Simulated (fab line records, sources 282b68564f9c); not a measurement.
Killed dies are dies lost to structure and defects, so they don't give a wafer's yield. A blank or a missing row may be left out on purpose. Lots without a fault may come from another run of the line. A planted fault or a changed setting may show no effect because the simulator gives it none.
fab line records | flow rit_cmos
record lots=14 wafers=42 last_day=7
route steps=202 shown PRETRO@73 PLDD@120 CONTACT@176 M1@202
lots that met no fault: from a run of the same line without faults
start_h: hours from the record's first day to the start of the lot's first wafer shown | wait_h: hours since the lot's step before | " the same as in the row above | L1.1+2: a row that stands for several wafers | - no value, or no start given | * or withheld: withheld | < > ~ a bound
route shown NAME@n: a module of which the file shows steps, and the number in the route of the first | usual: mean/standard deviation of fault-free wafers | same: alike in all rows | chamber/n: place in a boat | sites: the reading at each site | _std_site: their standard deviation | _edge_site: outer sites' mean less inner sites' | radius_mm: how far each site lies from the wafer's centre | mask NAME#n: copy n | behind: the tool/chamber that last shaped the wafer | hold: why the lot was held/for how many hours/how that ended | device: the transistor (n, p or np) that didn't switch | end of line: the same wafers' tests at the end of the route | a step without rows: its recipe alone | killed: dies lost to structure and defects at the first sort, not the wafer's yield | map: a wafer's dies, x killed, . not, _ none there
set.NAME: the setting as run; set.NAME@STEP: as run at that earlier step | model.NAME: the simulator's own value behind a step, which no gauge read
steps of the route over a sample of lots; a table a step, a row a wafer
services: from which hour (start_h, from the record's first day; less than 0 if before it) a tool's chamber was out of use, for how many hours, and why
## steps
# step RIT_PRETRO_STRIP_09
# recipe chemistry=O2 time_s=180 resist=NOVOLAK platen_temp_c=withheld power_w=500 pressure_mtorr=4000 o2_flow_sccm=4000
# usual chamber_pressure_mTorr=4001/3.4 drypump_motor_current_A=6.0/0.35
# columns lot.wafer tool chamber start_h wait_h chamber_pressure_mTorr drypump_motor_current_A rf_hours_counter_h
L890.1 plasma_asher-04 0 33.02 0.1 3996 6.0 24
L890.5 " 1 " " 4001 6.1 -
L890.6 " 0 " " 4001 6.0 -
L891.1 plasma_asher-01 1 39.36 0.1 4001 5.9 39
L891.2 " 0 " " 3998 6.3 39
L891.6 " 0 " " 4005 6.3 -
L892.4 plasma_asher-01 0 45.52 0.1 4004 6.3 -
L892.5 " 1 " " 4007 5.9 -
L892.6 " 0 " " 3998 6.3 -
L894.2 plasma_asher-04 0 52.05 0.1 4002 6.0 26
L894.4 " 1 " " 4001 6.1 -
L894.6 " 1 " " 3996 6.1 -
L895.1 plasma_asher-04 0 59.23 0.1 3999 6.0 27
L895.3 " 0 " " 4005 6.0 -
L895.6 " 1 " " 4002 6.1 -
L898.1 plasma_asher-04 1 75.71 0.1 4002 6.1 30
L898.5 " 1 " " 4002 6.1 -
L898.6 " 0 " " 3999 6.0 -
L901.2 plasma_asher-04 0 87.20 0.1 4001 6.0 31
L901.4 " 0 " " 3998 6.0 -
L901.5 " 0 " " 4002 6.0 -
L902.1 plasma_asher-01 1 93.01 0.1 4001 5.9 46
L902.2 " 0 " " 4003 6.3 46
L902.4 " 1 " " 4004 5.9 -
L903.1 plasma_asher-04 0 98.85 0.1 4008 6.0 32
L903.4 " 0 " " 4006 6.0 -
L903.5 " 1 " " 4003 6.1 -
L904.2 plasma_asher-04 1 103.23 0.1 3995 6.2 33
L904.3 " 0 " " 3993 6.0 -
L904.5 " 0 " " 4002 6.0 -
L905.2 plasma_asher-02 1 108.32 0.1 4005 6.5 48
L905.5 " 1 " " 4001 6.5 -
L905.6 " 0 " " 4002 5.3 -
L907.2 plasma_asher-02 0 118.46 0.1 4000 5.3 50
L907.5 " 0 " " 4005 5.3 -
L907.6 " 1 " " 4005 6.5 -
L912.1 plasma_asher-04 1 142.42 0.1 4004 6.1 38
L912.2 " 0 " " 4005 6.0 38
L912.4 " 1 " " 3999 6.1 -
L913.2 plasma_asher-04 1 149.07 0.1 4005 6.1 38
L913.3 " 0 " " 4006 6.0 -
L913.6 " 0 " " 3998 6.0 -
# step RIT_PLDD_OVL_MEAS_06
# usual PLDD_OVL=0.5/1.6
# columns lot.wafer tool chamber start_h wait_h PLDD_OVL[nm]
L890.1 overlay-02 - 47.52 - -0.8
L890.5 " - " " -2.6
L890.6 " - " " -0.7
L891.1 overlay-01 - 53.50 - 0.0
L891.2 " - " " 1.7
L891.6 " - " " 1.6
L892.4 overlay-01 - 57.83 - 2.3
L892.5 " - " " 0.8
L892.6 " - " " -0.5
L894.2 overlay-01 - 68.32 - 2.5
L894.4 " - " " 1.3
L894.6 " - " " 0.4
L895.1 overlay-01 - 72.69 - 0.1
L895.3 " - " " -1.2
L895.6 " - " " -0.9
L898.1 overlay-02 - 89.06 - -0.7
L898.5 " - " " 0.6
L898.6 " - " " 1.1
L901.2 overlay-02 - 100.09 - 3.0
L901.4 " - " " 4.4
L901.5 " - " " 3.3
L902.1 overlay-01 - 104.53 - -0.3
L902.2 " - " " 0.0
L902.4 " - " " 0.5
L903.1 overlay-02 - 113.55 - -3.2
L903.4 " - " " -0.1
L903.5 " - " " -0.6
L904.2 overlay-01 - 115.84 - -2.0
L904.3 " - " " 1.6
L904.5 " - " " -0.5
L905.2 overlay-01 - 122.54 - -0.4
L905.5 " - " " -0.6
L905.6 " - " " -0.1
L907.2 overlay-02 - 132.83 - 0.6
L907.5 " - " " 1.4
L907.6 " - " " 1.3
L912.1 overlay-01 - 158.45 - -1.9
L912.2 " - " " -1.4
L912.4 " - " " 0.9
L913.2 overlay-02 - 162.62 - 1.3
L913.3 " - " " 1.0
L913.6 " - " " 2.7
# step RIT_CONTACT_CD_MEAS_08
# recipe target_cd_nm=1000
# usual cd_nm=1000.2/1.8
# columns lot.wafer tool chamber start_h wait_h cd_nm
L890.1 cd_sem-02 - 58.22 - 1000.6
L890.5 " - " " 1001.9
L890.6 " - " " 1002.6
L891.1 cd_sem-02 - 65.32 - 998.9
L891.2 " - " " 999.1
L891.6 " - " " 1001.2
L892.4 cd_sem-02 - 68.79 - 1000.4
L892.5 " - " " 997.7
L892.6 " - " " 1000.5
L894.2 cd_sem-01 - 76.85 - 997.7
L894.4 " - " " 997.7
L894.6 " - " " 998.1
L895.1 cd_sem-01 - 81.41 - 1001.0
L895.3 " - " " 1000.7
L895.6 " - " " 998.8
L898.1 cd_sem-01 - 99.06 - 994.8
L898.5 " - " " 998.0
L898.6 " - " " 998.7
L901.2 cd_sem-01 - 108.83 - 999.9
L901.4 " - " " 998.0
L901.5 " - " " 1001.2
L902.1 cd_sem-01 - 113.31 - 1001.5
L902.2 " - " " 1000.5
L902.4 " - " " 1001.7
L903.1 cd_sem-01 - 122.78 - 1000.6
L903.4 " - " " 1001.4
L903.5 " - " " 1001.4
L904.2 cd_sem-01 - 124.62 - 1000.5
L904.3 " - " " 1000.6
L904.5 " - " " 1001.4
L905.2 cd_sem-01 - 131.79 - 999.4
L905.5 " - " " 1000.3
L905.6 " - " " 1001.8
L907.2 cd_sem-01 - 141.64 - 1003.3
L907.5 " - " " 1002.0
L907.6 " - " " 1003.3
L912.1 cd_sem-01 - 168.00 - 1001.6
L912.2 " - " " 1000.6
L912.4 " - " " 1000.2
L913.2 cd_sem-02 - 171.50 - 1001.9
L913.3 " - " " 999.4
L913.6 " - " " 1001.3
# step RIT_CONTACT_STRIP_12
# recipe chemistry=O2 time_s=180 resist=NOVOLAK platen_temp_c=withheld power_w=500 pressure_mtorr=4000 o2_flow_sccm=4000
# usual chamber_pressure_mTorr=4000/3.3 drypump_motor_current_A=6.0/0.51
# columns lot.wafer tool chamber start_h wait_h chamber_pressure_mTorr drypump_motor_current_A rf_hours_counter_h
L890.1 plasma_asher-02 1 58.72 0.1 3998 6.4 41
L890.5 " 1 " " 4003 6.4 -
L890.6 " 0 " " 4002 5.3 -
L891.1 plasma_asher-02 0 65.94 0.1 4001 5.3 42
L891.2 " 1 " " 4005 6.4 42
L891.6 " 1 " " 4003 6.5 -
L892.4 plasma_asher-02 1 69.29 0.2 4001 6.5 -
L892.5 " 0 " " 3999 5.3 -
L892.6 " 1 " " 4000 6.5 -
L894.2 plasma_asher-02 1 77.33 0.1 3999 6.5 44
L894.4 " 0 " " 3998 5.3 -
L894.6 " 0 " " 4000 5.3 -
L895.1 plasma_asher-02 1 81.91 0.1 4004 6.5 45
L895.3 " 0 " " 3997 5.3 -
L895.6 " 1 " " 4002 6.4 -
L898.1 plasma_asher-02 1 99.56 0.1 3994 6.5 47
L898.5 " 0 " " 3996 5.3 -
L898.6 " 1 " " 3998 6.5 -
L901.2 plasma_asher-04 0 109.31 0.1 3997 6.0 34
L901.4 " 0 " " 3997 6.0 -
L901.5 " 0 " " 4002 6.0 -
L902.1 plasma_asher-04 0 113.81 0.1 4007 6.0 34
L902.2 " 1 " " 4007 6.1 34
L902.4 " 1 " " 3996 6.1 -
L903.1 plasma_asher-02 0 123.28 0.1 3999 5.3 50
L903.4 " 1 " " 4004 6.5 -
L903.5 " 0 " " 3999 5.3 -
L904.2 plasma_asher-02 1 125.10 0.1 3997 6.4 50
L904.3 " 1 " " 3998 6.5 -
L904.5 " 1 " " 3998 6.5 -
L905.2 plasma_asher-04 0 132.27 0.1 4003 6.0 37
L905.5 " 0 " " 3999 6.1 -
L905.6 " 1 " " 3997 6.2 -
L907.2 plasma_asher-02 0 142.12 0.1 4001 5.3 52
L907.5 " 1 " " 3997 6.5 -
L907.6 " 0 " " 4000 5.3 -
L912.1 plasma_asher-02 0 168.50 0.1 - - -
L912.2 " 1 " " - - -
L912.4 " 0 " " - - -
L913.2 plasma_asher-02 0 171.98 0.1 - - -
L913.3 " 0 " " - - -
L913.6 " 1 " " - - -
# step RIT_M1_PROBE_99
# usual killed_at_M0_to_M3=0.0/0.23 killed_at_contacts=0.1/0.34 killed_at_front_end=6.9/2.8 killed_dies=7.1/2.8 killed_on_rim=1.8/1.3 killed_open=3.4/1.9 killed_short=3.6/1.7
# same gross_dies=264 killed_at_M4_up=0 killed_at_back_side=0 killed_at_other=0
# columns lot.wafer tool chamber start_h wait_h killed_at_M0_to_M3 killed_at_contacts killed_at_front_end killed_dies killed_on_rim killed_open killed_short
L890.1 prober-01 - 63.51 0.1 0 0 4 4 0 1 3
L890.5 prober-01 - 63.71 0.2 0 0 14 14 3 4 10
L890.6 prober-01 - 63.76 0.2 0 1 8 9 3 5 4
L891.1 prober-02 - 70.86 0.1 0 0 6 6 2 1 5
L891.2 prober-02 - 70.91 0.1 0 0 11 11 6 6 5
L891.6 prober-02 - 71.11 0.2 0 0 8 8 3 6 2
L892.4 prober-01 - 74.17 0.2 0 0 8 8 3 6 2
L892.5 prober-01 - 74.22 0.2 0 0 11 11 2 6 5
L892.6 prober-01 - 74.27 0.2 0 0 2 2 2 2 0
L894.2 prober-01 - 82.16 0.1 0 0 5 5 2 2 3
L894.4 prober-01 - 82.26 0.2 0 0 6 6 4 4 2
L894.6 prober-01 - 82.36 0.2 0 0 7 7 1 3 4
L895.1 prober-02 - 86.58 0.1 0 0 8 8 2 3 5
L895.3 prober-02 - 86.68 0.2 0 0 8 8 1 2 6
L895.6 prober-02 - 86.83 0.2 0 0 8 8 2 4 4
L898.1 prober-01 - 104.25 0.1 0 0 6 6 1 3 3
L898.5 prober-01 - 104.45 0.2 0 0 6 6 1 3 3
L898.6 prober-01 - 104.50 0.2 0 0 9 9 1 6 3
L901.2 prober-02 - 114.19 0.1 0 0 6 6 0 4 2
L901.4 prober-02 - 114.29 0.2 0 0 4 4 1 4 0
L901.5 prober-02 - 114.34 0.2 0 0 8 8 1 3 5
L902.1 prober-01 - 118.81 0.1 0 0 8 8 2 3 5
L902.2 prober-01 - 118.86 0.1 0 0 8 8 1 3 5
L902.4 prober-01 - 118.96 0.2 0 0 9 9 3 2 7
L903.1 prober-02 - 128.48 0.1 0 1 1 2 1 1 1
L903.4 prober-02 - 128.63 0.2 0 0 8 8 0 4 4
L903.5 prober-02 - 128.68 0.2 0 0 6 6 1 1 5
L904.2 prober-01 - 130.03 0.1 0 0 4 4 1 2 2
L904.3 prober-01 - 130.08 0.2 0 0 3 3 1 2 1
L904.5 prober-01 - 130.18 0.2 0 0 6 6 2 4 2
L905.2 prober-02 - 137.31 0.1 0 1 3 4 2 1 3
L905.5 prober-02 - 137.46 0.2 0 1 2 3 0 2 1
L905.6 prober-02 - 137.51 0.2 0 0 11 11 3 7 4
L907.2 prober-02 - 147.70 0.1 0 0 6 6 1 1 5
L907.5 prober-02 - 147.85 0.2 0 0 7 7 1 3 4
L907.6 prober-02 - 147.90 0.2 0 0 6 6 1 4 2
L912.1 prober-02 - 173.28 0.1 258 0 6 264 70 3 3
L912.2 prober-02 - 173.33 0.1 259 0 5 264 70 1 4
L912.4 prober-02 - 173.43 0.2 258 0 6 264 70 3 3
L913.2 prober-01 - 176.72 0.1 257 0 7 264 70 1 6
L913.3 prober-01 - 176.77 0.2 256 0 8 264 70 4 4
L913.6 prober-01 - 176.92 0.2 255 0 9 264 70 4 5
# killed by level:class
L890.1 GATE:geometric_particle:short=1 REOX:geometric_particle:short=1 SPACER:geometric_particle:open=1 SPACER:geometric_particle:short=1
L890.5 GATE:geometric_particle:short=3 SPACER:geometric_particle:short=3 FOX1:geometric_particle:open=2 SILICIDE:geometric_particle:short=2 FOX1:geometric_particle:short=1 GATE:geometric_particle:open=1 REOX:geometric_particle:short=1 SPACER:geometric_particle:open=1
L890.6 FOX1:geometric_particle:short=2 SPACER:geometric_particle:open=2 FOX2:geometric_particle:open=1 FOX2:geometric_particle:short=1 REOX:geometric_particle:open=1 REOX:geometric_particle:short=1 CONTACT:geometric_particle:open=1
L891.1 FOX1:geometric_particle:short=2 SILICIDE:geometric_particle:short=2 FOX1:geometric_particle:open=1 REOX:geometric_particle:short=1
L891.2 REOX:geometric_particle:open=3 GATE:geometric_particle:short=2 GATE:geometric_particle:open=2 SILICIDE:geometric_particle:short=2 FOX2:geometric_particle:open=1 SPACER:geometric_particle:short=1
L891.6 REOX:geometric_particle:open=3 FOX1:geometric_particle:open=1 GATE:geometric_particle:open=1 GATE:geometric_particle:short=1 REOX:geometric_particle:short=1 SILICIDE:geometric_particle:open=1
L892.4 FOX1:geometric_particle:open=2 GATE:geometric_particle:short=2 REOX:geometric_particle:open=2 FOX2:geometric_particle:open=1 GATE:geometric_particle:open=1
L892.5 GATE:geometric_particle:short=3 FOX1:geometric_particle:short=2 REOX:geometric_particle:open=2 FOX1:geometric_particle:open=1 FOX2:geometric_particle:open=1 GATE:geometric_particle:open=1 SILICIDE:geometric_particle:open=1
L892.6 GATE:geometric_particle:open=1 SPACER:geometric_particle:open=1
L894.2 GATE:geometric_particle:short=3 GATE:geometric_particle:open=1 REOX:geometric_particle:open=1
L894.4 GATE:geometric_particle:open=2 FOX2:geometric_particle:short=1 FOX2:geometric_particle:open=1 REOX:geometric_particle:short=1 SILICIDE:geometric_particle:open=1
L894.6 FOX1:geometric_particle:short=2 FOX2:geometric_particle:open=2 GATE:geometric_particle:short=1 SPACER:geometric_particle:short=1 SILICIDE:geometric_particle:open=1
L895.1 GATE:geometric_particle:short=3 REOX:geometric_particle:short=2 FOX2:geometric_particle:open=1 GATE:geometric_particle:open=1 SPACER:geometric_particle:open=1
L895.3 GATE:geometric_particle:short=3 GATE:geometric_particle:open=2 REOX:geometric_particle:short=2 FOX1:geometric_particle:short=1
L895.6 REOX:geometric_particle:short=2 FOX1:geometric_particle:open=1 GATE:geometric_particle:open=1 SPACER:geometric_particle:open=1 SPACER:geometric_particle:short=1 SILICIDE:geometric_particle:short=1 SILICIDE:geometric_particle:open=1
L898.1 FOX1:geometric_particle:open=2 FOX1:geometric_particle:short=1 GATE:geometric_particle:short=1 REOX:geometric_particle:open=1 REOX:geometric_particle:short=1
L898.5 SILICIDE:geometric_particle:short=2 FOX1:geometric_particle:open=1 FOX2:geometric_particle:short=1 GATE:geometric_particle:open=1 SPACER:geometric_particle:open=1
L898.6 GATE:geometric_particle:open=6 FOX2:geometric_particle:short=1 REOX:geometric_particle:short=1 SILICIDE:geometric_particle:short=1
L901.2 FOX1:geometric_particle:open=1 FOX1:geometric_particle:short=1 GATE:geometric_particle:open=1 SPACER:geometric_particle:open=1 SPACER:geometric_particle:short=1 SILICIDE:geometric_particle:open=1
L901.4 GATE:geometric_particle:open=2 REOX:geometric_particle:open=1 SILICIDE:geometric_particle:open=1
L901.5 SILICIDE:geometric_particle:short=3 GATE:geometric_particle:short=2 GATE:geometric_particle:open=2 REOX:geometric_particle:open=1
L902.1 GATE:geometric_particle:short=3 FOX1:geometric_particle:open=1 FOX1:geometric_particle:short=1 FOX2:geometric_particle:open=1 GATE:geometric_particle:open=1 SILICIDE:geometric_particle:short=1
L902.2 GATE:geometric_particle:short=3 SPACER:geometric_particle:open=2 FOX2:geometric_particle:short=1 GATE:geometric_particle:open=1 SPACER:geometric_particle:short=1
L902.4 SPACER:geometric_particle:short=3 GATE:geometric_particle:short=2 FOX2:geometric_particle:short=1 GATE:geometric_particle:open=1 SPACER:geometric_particle:open=1 SILICIDE:geometric_particle:short=1
L903.1 FOX1:geometric_particle:short=1 CONTACT:geometric_particle:open=1
L903.4 GATE:geometric_particle:short=2 SILICIDE:geometric_particle:open=2 FOX1:geometric_particle:short=1 REOX:geometric_particle:open=1 SPACER:geometric_particle:open=1 SPACER:geometric_particle:short=1
L903.5 GATE:geometric_particle:short=2 REOX:geometric_particle:short=1 SPACER:geometric_particle:short=1 SPACER:geometric_particle:open=1 SILICIDE:geometric_particle:short=1
L904.2 FOX1:geometric_particle:open=1 FOX2:geometric_particle:short=1 SPACER:geometric_particle:short=1 SPACER:geometric_particle:open=1
L904.3 GATE:geometric_particle:open=1 SPACER:geometric_particle:open=1 SILICIDE:geometric_particle:short=1
L904.5 SPACER:geometric_particle:open=2 FOX1:geometric_particle:short=1 GATE:geometric_particle:open=1 REOX:geometric_particle:short=1 SILICIDE:geometric_particle:open=1
L905.2 FOX1:geometric_particle:open=1 GATE:geometric_particle:short=1 SPACER:geometric_particle:short=1 CONTACT:geometric_particle:short=1
L905.5 REOX:geometric_particle:open=1 SPACER:geometric_particle:open=1 CONTACT:geometric_particle:short=1
L905.6 FOX1:geometric_particle:open=2 GATE:geometric_particle:open=2 REOX:geometric_particle:open=2 SPACER:geometric_particle:short=2 GATE:geometric_particle:short=1 REOX:geometric_particle:short=1 SPACER:geometric_particle:open=1
L907.2 GATE:geometric_particle:short=3 FOX1:geometric_particle:short=1 GATE:geometric_particle:open=1 SILICIDE:geometric_particle:short=1
L907.5 FOX1:geometric_particle:short=2 GATE:geometric_particle:short=2 FOX1:geometric_particle:open=1 GATE:geometric_particle:open=1 SPACER:geometric_particle:open=1
L907.6 GATE:geometric_particle:open=2 FOX1:geometric_particle:short=1 FOX2:geometric_particle:open=1 SILICIDE:geometric_particle:short=1 SILICIDE:geometric_particle:open=1
L912.1 M1:area_sputter=258 GATE:geometric_particle:short=3 GATE:geometric_particle:open=1 REOX:geometric_particle:open=1 SPACER:geometric_particle:open=1
L912.2 M1:area_sputter=259 SILICIDE:geometric_particle:short=2 GATE:geometric_particle:open=1 GATE:geometric_particle:short=1 SPACER:geometric_particle:short=1
L912.4 M1:area_sputter=258 ACTIVE:geometric_particle:short=1 FOX1:geometric_particle:short=1 REOX:geometric_particle:open=1 SPACER:geometric_particle:short=1 SPACER:geometric_particle:open=1 SILICIDE:geometric_particle:open=1
L913.2 M1:area_sputter=257 REOX:geometric_particle:short=2 FOX1:geometric_particle:short=1 FOX2:geometric_particle:short=1 GATE:geometric_particle:short=1 GATE:geometric_particle:open=1 SILICIDE:geometric_particle:short=1
L913.3 M1:area_sputter=256 GATE:geometric_particle:open=2 GATE:geometric_particle:short=2 FOX1:geometric_particle:short=1 FOX2:geometric_particle:open=1 REOX:geometric_particle:open=1 SILICIDE:geometric_particle:short=1
L913.6 M1:area_sputter=255 FOX2:geometric_particle:open=2 REOX:geometric_particle:short=2 FOX1:geometric_particle:short=1 FOX2:geometric_particle:short=1 GATE:geometric_particle:open=1 GATE:geometric_particle:short=1 REOX:geometric_particle:open=1
## services
# columns tool chamber start_h hours kind
plasma_asher-02 - 40.67 2.8 pm
plasma_asher-01 - 111.83 4.1 repair
plasma_asher-04 - 159.44 14.6 pm
## key
first_sign step=RIT_CONTACT_STRIP_12 reading=tool_record direction=missing
effect step=RIT_M1_PROBE_99 reading=killed_at_M0_to_M3 direction=up sigmas=99+ usual=0.0 struck=257.2
more_kills_born_at RIT_M1_SPUTTER_00@pvd_sputter-02=775 RIT_M1_SPUTTER_00@pvd_sputter-04=768
met_at RIT_CONTACT_STRIP_12
struck_lots L912,L913
later_rows_left_out L912.1,L912.2,L912.4,L913.2,L913.3,L913.6
tester_left_out L912,L913
not_acting_at RIT_PRETRO_STRIP_09,RIT_PLDD_OVL_MEAS_06,RIT_CONTACT_CD_MEAS_08
onset_between 142.12 168.50
fault kind=skipped_step_whole tool=plasma_asher-02 chamber=- onset_h=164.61 steps=RIT_CONTACT_STRIP_12 scope=struck_lots_only
# tester_left_out: of these lots the tester's yield and bins aren't shown, on N5 and GAA mostly nor the transistor test; their killed dies are dies lost to structure and defects alone, not to doping, threshold or leakage, so they don't give the yield
# later_rows_left_out: the simulator's readings of these wafers behind a module that went badly wrong aren't trusted and aren't shown, but for the sort
